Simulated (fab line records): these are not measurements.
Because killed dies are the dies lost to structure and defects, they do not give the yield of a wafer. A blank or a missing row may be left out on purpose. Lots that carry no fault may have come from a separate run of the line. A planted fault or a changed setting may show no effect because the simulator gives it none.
fab line records    flow berkeley_cmos170
record: lots: 6  wafers: 18  last_day: 13
route steps=331 shown GATE@137 PLDD@145
lots that met no fault: from a run of the same line without faults
start_h: hours from the record's first day to the start of the lot's first wafer shown    wait_h: hours elapsed since this lot's preceding step    " unchanged from the row above    L1.1+2: a single row standing in for several wafers    - value missing, or start not given    * or withheld: withheld    < > ~ a bound
route shown NAME@n: a module of which the file shows steps, and the number in the route of the first    usual: the fault-free wafers' mean and standard deviation    same: alike in all rows    chamber/n: place in a boat    sites: each site's reading    _std_site: the standard deviation of these    _edge_site: outer sites' mean less inner sites'    radius_mm: how far each site lies from the wafer's centre    mask NAME#n: copy n    behind: the last tool/chamber to shape the wafer    hold: reason for holding the lot/hours on hold/outcome of the hold    device: transistor that didn't switch, given as n, p or np    end of line: at the end of the route, the tests of the same wafers    a step without rows: its recipe alone    killed: the dies lost at the first sort to structure and to defects; this is not the yield of the wafer    map: a wafer's dies, x killed, . not, _ none there
set.NAME: the setting that was run; set.NAME@STEP: the one run at that earlier step    model.NAME: the simulator's own value behind a step, which no gauge read
lots at some steps of the route; a table a step, a row a wafer
services: the hour from which a tool's chamber was out of use, counted from the record's first day as start_h (under 0 if before that day), plus the number of hours and why
== steps ==
step: UCB170_GATE_DEVELOP_11
recipe: developer: TMAH  develop_time_s: 45  resist: KrF  dev_temp_c: 21
step: UCB170_GATE_CD_MEAS_12
recipe: target_cd_nm: 350
usual: cd_nm: 349.8/1.2
lot.wafer  tool       chamber  start_h  wait_h  cd_nm
L685.2     cd_sem-01  -        197.55   -       351.3
L685.3     "          -        "        "       349.9
L685.6     "          -        "        "       350.6
L691.2     cd_sem-02  -        218.10   -       351.1
L691.4     "          -        "        "       352.2
L691.5     "          -        "        "       351.8
L690.4     cd_sem-02  -        218.38   -       349.2
L690.5     "          -        "        "       350.4
L690.6     "          -        "        "       348.5
L689.1     cd_sem-02  -        218.44   -       351.6
L689.3     "          -        "        "       350.3
L689.6     "          -        "        "       348.7
L699.1     cd_sem-02  -        232.76   -       349.6
L699.2     "          -        "        "       350.5
L699.5     "          -        "        "       350.0
L701.1     cd_sem-01  -        259.92   -       348.8
L701.5     "          -        "        "       348.8
L701.6     "          -        "        "       350.2
step: UCB170_GATE_OVL_MEAS_13
usual: GATE_OVL: -4/5.9
lot.wafer  tool        chamber  start_h  wait_h  GATE_OVL[nm]
L685.2     overlay-02  -        197.65   0.1     -7
L685.3     "           -        "        "       -6
L685.6     "           -        "        "       -13
L691.2     overlay-02  -        218.20   0.1     5
L691.4     "           -        "        "       4
L691.5     "           -        "        "       1
L690.4     overlay-01  -        218.46   0.1     5
L690.5     "           -        "        "       -3
L690.6     "           -        "        "       4
L689.1     overlay-02  -        218.56   0.1     2
L689.3     "           -        "        "       -7
L689.6     "           -        "        "       -10
L699.1     overlay-01  -        232.88   0.1     -7
L699.2     "           -        "        "       -11
L699.5     "           -        "        "       -8
L701.1     overlay-01  -        260.04   0.1     -4
L701.5     "           -        "        "       -8
L701.6     "           -        "        "       -7
step: UCB170_GATE_ETCH_14
recipe: chemistry: N2/H2  target_depth_a: withheld  overetch_a: withheld  target: BARC  time_s: withheld  source_w: 500  bias_w: 100  pressure_mtorr: 30  n2_flow_sccm: 100  h2_flow_sccm: 200
usual: chamber_pressure_mTorr: 29.997/0.027  drypump_motor_current_A: 5.9/0.49  oes_product_au: 0.999/0.012  rf_fwd_power_W: 494.2/1.8  throttle_valve_pct: 13.34/0.11
lot.wafer  tool         chamber  start_h  wait_h  chamber_pressure_mTorr  drypump_motor_current_A  oes_product_au  rf_fwd_power_W  throttle_valve_pct
L685.2     rie_diel-03  1        197.68   0.0     30.029                  6.5                      1.009           495.3           13.27
L685.3     "            3        "        "       29.957                  6.7                      0.992           493.6           13.46
L685.6     "            1        "        "       30.008                  6.4                      1.005           495.0           13.26
L691.2     rie_diel-01  2        218.23   0.0     29.970                  6.1                      0.997           493.3           13.37
L691.4     "            0        "        "       30.027                  5.5                      0.976           493.9           13.34
L691.5     "            0        "        "       30.019                  5.5                      0.985           494.9           13.34
L690.4     rie_diel-04  3        218.47   0.0     29.996                  5.9                      1.001           496.2           13.34
L690.5     "            0        "        "       29.991                  5.7                      1.013           494.0           13.22
L690.6     "            1        "        "       29.984                  5.7                      0.966           495.2           13.29
L689.1     rie_diel-03  2        218.59   0.0     30.012                  5.0                      1.005           493.3           13.29
L689.3     "            0        "        "       29.948                  5.4                      1.001           494.7           13.33
L689.6     "            1        "        "       29.974                  6.4                      1.005           496.1           13.26
L699.1     rie_diel-01  3        232.91   0.0     29.983                  6.4                      0.990           492.0           13.42
L699.2     "            2        "        "       29.998                  6.0                      1.000           494.2           13.36
L699.5     "            0        "        "       29.993                  5.5                      0.985           492.8           13.36
L701.1     rie_diel-01  0        260.07   0.0     29.962                  5.6                      0.989           496.5           13.35
L701.5     "            3        "        "       29.984                  6.4                      0.996           490.7           13.42
L701.6     "            2        "        "       30.046                  6.1                      0.990           494.6           13.37
step: UCB170_GATE_ETCH_15
recipe: chemistry: HBr/Cl2  target: poly-Si  stop_on: SiO2  over_etch_frac: 0.3  icp_w: 300  bias_w: 150  time_s: 56.3  pressure_mtorr: 15  HBr_flow_sccm: 150  Cl2_flow_sccm: 50  target_depth_a: 2782
usual: chamber_pressure_mTorr: 15.001/0.014  drypump_motor_current_A: 5.4/0.44  oes_product_au: 0.827/0.014  rf_fwd_power_W: 296.8/1.4  throttle_valve_pct: 26.37/0.24
lot.wafer  tool       chamber  start_h  wait_h  chamber_pressure_mTorr  drypump_motor_current_A  oes_product_au  rf_fwd_power_W  rf_hours_counter_h  throttle_valve_pct
L685.2     rie_si-01  1        197.73   -       14.997                  5.9                      0.831           294.4           2                   26.54
L685.3     "          0        "        "       15.002                  5.0                      0.864           295.1           33                  26.58
L685.6     "          2        "        "       14.999                  5.5                      0.827           298.2           -                   26.48
L691.2     rie_si-02  1        218.28   -       15.019                  5.2                      0.836           296.7           1                   26.32
L691.4     "          3        "        "       15.026                  5.4                      0.832           296.9           1                   26.41
L691.5     "          0        "        "       15.003                  6.2                      0.823           297.0           -                   26.60
L690.4     rie_si-01  2        218.52   -       14.999                  5.6                      0.831           297.1           1                   26.46
L690.5     "          0        "        "       14.992                  4.9                      0.851           296.4           -                   26.60
L690.6     "          3        "        "       15.001                  5.4                      0.812           298.5           -                   26.06
L689.1     rie_si-02  1        218.64   -       15.001                  5.1                      0.844           293.6           1                   26.32
L689.3     "          2        "        "       14.983                  4.7                      0.809           298.8           99                  25.87
L689.6     "          0        "        "       14.998                  6.2                      0.815           296.6           -                   26.61
L699.1     rie_si-01  1        232.96   -       15.000                  5.9                      0.815           294.6           2                   26.53
L699.2     "          2        "        "       14.987                  5.6                      0.809           297.6           1                   26.48
L699.5     "          1        "        "       15.048                  5.9                      0.827           294.0           -                   26.53
L701.1     rie_si-01  0        260.11   -       14.984                  4.9                      0.849           295.9           33                  26.60
L701.5     "          1        "        "       15.004                  5.9                      0.825           295.2           -                   26.53
L701.6     "          0        "        "       14.972                  4.9                      0.850           295.5           -                   26.59
step: UCB170_GATE_STRIP_16
recipe: chemistry: O2  power_w: 400  pressure_mtorr: 3500  platen_temp_c: withheld  o2_flow_sccm: 400  overash_fraction: 0.5
usual: chamber_pressure_mTorr: 3500/3.2  drypump_motor_current_A: 5.6/0.34  oes_product_au: 0.724/0.0044
same: overash_fraction: 0.5
lot.wafer  tool             chamber  start_h  wait_h  chamber_pressure_mTorr  drypump_motor_current_A  oes_product_au  rf_hours_counter_h
L685.2     plasma_asher-01  1        197.77   0.0     3501                    5.7                      0.720           46
L685.3     "                0        "        "       3500                    5.2                      0.729           -
L685.6     "                1        "        "       3502                    5.7                      0.728           -
L691.2     plasma_asher-04  0        218.32   0.0     3501                    5.4                      0.731           37
L691.4     "                1        "        "       3499                    5.5                      0.726           -
L691.5     "                0        "        "       3501                    5.3                      0.734           -
L690.4     plasma_asher-01  0        218.60   0.1     3499                    5.2                      0.718           -
L690.5     "                0        "        "       3506                    5.2                      0.726           -
L690.6     "                1        "        "       3498                    5.7                      0.721           -
L689.1     plasma_asher-03  1        218.68   0.0     3506                    5.6                      0.723           49
L689.3     "                0        "        "       3500                    6.3                      0.719           -
L689.6     "                0        "        "       3494                    6.3                      0.724           -
L699.1     plasma_asher-04  0        233.00   0.0     3495                    5.3                      0.723           39
L699.2     "                1        "        "       3495                    5.5                      0.725           39
L699.5     "                0        "        "       3499                    5.4                      0.723           -
L701.1     plasma_asher-04  0        260.16   0.0     3495                    5.4                      0.729           43
L701.5     "                0        "        "       3500                    5.3                      0.718           -
L701.6     "                1        "        "       3502                    5.5                      0.722           -
step: UCB170_GATE_CD_MEAS_90
recipe: target_cd_nm: 350
usual: cd_nm: 349.7/1.2
lot.wafer  tool       chamber  start_h  wait_h  cd_nm
L685.2     cd_sem-02  -        197.89   0.1     351.0
L685.3     "          -        "        "       349.3
L685.6     "          -        "        "       350.3
L691.2     cd_sem-02  -        218.70   0.3     351.5
L691.4     "          -        "        "       351.6
L691.5     "          -        "        "       351.4
L690.4     cd_sem-01  -        219.10   0.5     348.4
L690.5     "          -        "        "       349.6
L690.6     "          -        "        "       348.4
L689.1     cd_sem-01  -        219.16   0.4     351.0
L689.3     "          -        "        "       349.9
L689.6     "          -        "        "       349.5
L699.1     cd_sem-02  -        233.10   0.1     349.8
L699.2     "          -        "        "       349.8
L699.5     "          -        "        "       349.8
L701.1     cd_sem-02  -        260.31   0.1     348.7
L701.5     "          -        "        "       348.2
L701.6     "          -        "        "       350.8
step: UCB170_GATE_CLEAN_17
recipe: chemistry: SPM  temp_c: 120  time_s: 600
step: UCB170_PLDD_HMDS_00
recipe: prime_time_s: 60  prime_temp_c: 100
step: UCB170_PLDD_COAT_01
recipe: resist: KrF  spin_rpm: 1500  resist_thk_nm: 900
step: UCB170_PLDD_SOFTBAKE_02
recipe: resist: KrF  temp_c: 130  time_s: 60
step: UCB170_PLDD_EXPOSE_03
recipe: mask_id: PSELECT  na: 0.5  sigma_outer: 0.6  source_shape: conventional  target_cd_nm: 1200  dose_mj: 30
step: UCB170_PLDD_PEB_04
recipe: peb_temp_c: 130  peb_time_s: withheld  resist: KrF
usual: chill_plate_temp_C: 22.99/0.11  exhaust_pa: 45.0/0.78
lot.wafer  tool            chamber  start_h  wait_h  chill_plate_temp_C  exhaust_pa
L685.2     litho_track-01  0        202      -       22.91               45.5
L685.3     "               0        "        "       23.02               45.5
L685.6     "               0        "        "       22.92               45.4
L691.2     litho_track-04  0        221      -       23.14               45.6
L691.4     "               0        "        "       23.19               45.2
L691.5     "               0        "        "       23.05               45.1
L690.4     litho_track-04  -        222      -       -                   -
L690.5     "               -        "        "       -                   -
L690.6     "               -        "        "       -                   -
L689.1     litho_track-02  -        222      -       -                   -
L689.3     "               -        "        "       -                   -
L689.6     "               -        "        "       -                   -
L699.1     litho_track-01  0        235.47   0.9     22.90               46.5
L699.2     "               0        "        "       23.06               45.3
L699.5     "               0        "        "       23.07               46.9
L701.1     litho_track-02  0        263      -       23.06               45.7
L701.5     "               0        "        "       23.05               44.2
L701.6     "               0        "        "       23.16               44.8
step: UCB170_PLDD_DEVELOP_05
recipe: developer: TMAH  develop_time_s: 45  resist: KrF  dev_temp_c: 21
== services ==
tool             chamber  start_h  hours  kind
rie_diel-04      -        174.03   14.6   pm
plasma_asher-04  -        179.30   36.0   repair
rie_si-02        -        180.28   2.8    pm
rie_si-02        0        184.89   -      clean
rie_si-02        0        184.89   20.9   scheduled_down
rie_si-02        0        184.89   20.9   vent_cycle
plasma_asher-03  -        185.98   2.8    pm
rie_diel-01      -        200.00   4.0    pm
rie_diel-04      0        221.25   2.5    repair
rie_diel-03      -        230.53   2.8    pm
rie_diel-03      -        234.64   0.3    repair
plasma_asher-03  -        247.52   28.1   pm
rie_diel-04      1        249.96   4.0    repair
rie_diel-01      -        253.30   0.6    repair
rie_diel-04      2        255.85   -      clean
rie_diel-04      2        255.85   15.9   scheduled_down
rie_diel-04      2        255.85   15.9   vent_cycle
rie_si-02        2        260.14   -      clean
rie_si-02        2        260.14   16.3   scheduled_down
rie_si-02        2        260.14   16.3   vent_cycle
== key ==
first_sign: step: UCB170_PLDD_PEB_04  reading: tool_record  direction: missing
effect none on later readings
met_at UCB170_PLDD_PEB_04
struck_wafers L689.1,L689.3,L689.6,L690.4,L690.5,L690.6
sort_left_out L689.1,L689.3,L689.6,L690.4,L690.5,L690.6
tester_left_out L689,L690
onset_between 221 222
fault: kind: skipped_step_whole  tool: litho_track-02,litho_track-04  chamber: -  onset_h: 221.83  steps: UCB170_PLDD_PEB_04  scope: struck_lots_only
tester_left_out: of these lots the tester's yield and bins aren't shown, on N5 and GAA mostly nor the transistor test; their killed dies are dies lost to structure and defects alone, not to doping, threshold or leakage, so they don't give the yield
sort_left_out: the simulated sort isn't trusted on such a fault, so these wafers' sort isn't shown, and their yield isn't known
